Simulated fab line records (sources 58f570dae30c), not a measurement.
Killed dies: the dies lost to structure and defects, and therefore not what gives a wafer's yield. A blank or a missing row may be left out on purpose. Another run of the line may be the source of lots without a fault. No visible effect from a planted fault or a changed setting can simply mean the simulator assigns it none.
2 desks, one fault | flow berkeley-cmos170 | only its own numbers are on each desk; what lay behind them is given at the end

## THE TOOL OWNER'S DESK: rie-diel-02
The tool's own readings at UCB170_NWELL_ETCH_13 (etches Si3N4 in CH3F/Ar/O2, stops on SiO2, target depth 246.4 nm, time 160.5 s): means of the sampled wafers that have a number, for each lot that ran on this tool. Any lot whose mean is over 4 standard deviations away from the usual mean is out of limits and marked OUT; that distance is given in the brackets.
Columns: A = drypump-motor-current-A at UCB170_NWELL_ETCH_13, usual 5.6 A; B = oes-product-au at UCB170_NWELL_ETCH_13, usual 0.934 a.u.; C = throttle-valve-pct at UCB170_NWELL_ETCH_13, usual 8.11 %
lot  | first seen here | A   | B     | C
L846 | day 3 02:42     | 5.5 | 0.943 | 8.19
L845 | day 3 03:11     | 5.5 | 0.936 | 8.11
L848 | day 3 18:41     | 5.7 | 0.923 | 8.20
L852 | day 4 15:37     | 5.7 | 0.928 | 8.05
L854 | day 4 20:26     | 5.6 | 0.937 | 8.11
L855 | day 5 04:52     | 5.5 | 0.894 | 8.18
This desk found nothing out of limits on any of the 6 lots.

## METROLOGY DESK
Lot by lot, what the gauges showed, no matter which tool ran the lot: averages of those sampled wafers that carry a number. Any lot whose mean is over 4 standard deviations away from the usual mean is out of limits and marked OUT; that distance is given in the brackets.
Columns: A = INCOMING_BOW at UCB170_START_BOW_MEAS_00, usual 0 um; B = NWELL_TW at UCB170_NWELL_TW_MEAS_16, usual 1242; C = SCREENOX_OXIDE_THK at UCB170_SCREENOX_THK_MEAS_02, usual 14.30 nm
lot  | first seen here | A  | B    | C
L844 | day 1 20:00     | -4 | 1267 | 14.76
L845 | day 2 01:02     | -2 | 1268 | 14.29
L846 | day 2 06:00     | -8 | 1234 | 14.47
L848 | day 2 16:00     | 5  | 1269 | 14.38
L849 | day 2 21:02     | -2 | 1231 | 14.66
L851 | day 3 07:01     | 3  | 1232 | 14.13
L852 | day 3 12:02     | -2 | 1231 | 14.11
L853 | day 3 17:00     | -3 | 1240 | 14.30
L854 | day 3 22:02     | -1 | 1232 | 14.32
L855 | day 4 03:00     | 3  | 1238 | 14.37
L860 | day 5 04:01     | 2  | 1261 | 14.54
L862 | day 5 14:01     | 1  | 1229 | 14.71
L864 | day 6 00:01     | 5  | 1245 | 13.69
This desk found nothing out of limits on any of the 13 lots.

## ALL TOGETHER
Nothing out of limits was seen by the tool owner's desk.
At the metrology desk, nothing out of limits was observed.

## WHAT THE SIMULATOR HAD PUT IN
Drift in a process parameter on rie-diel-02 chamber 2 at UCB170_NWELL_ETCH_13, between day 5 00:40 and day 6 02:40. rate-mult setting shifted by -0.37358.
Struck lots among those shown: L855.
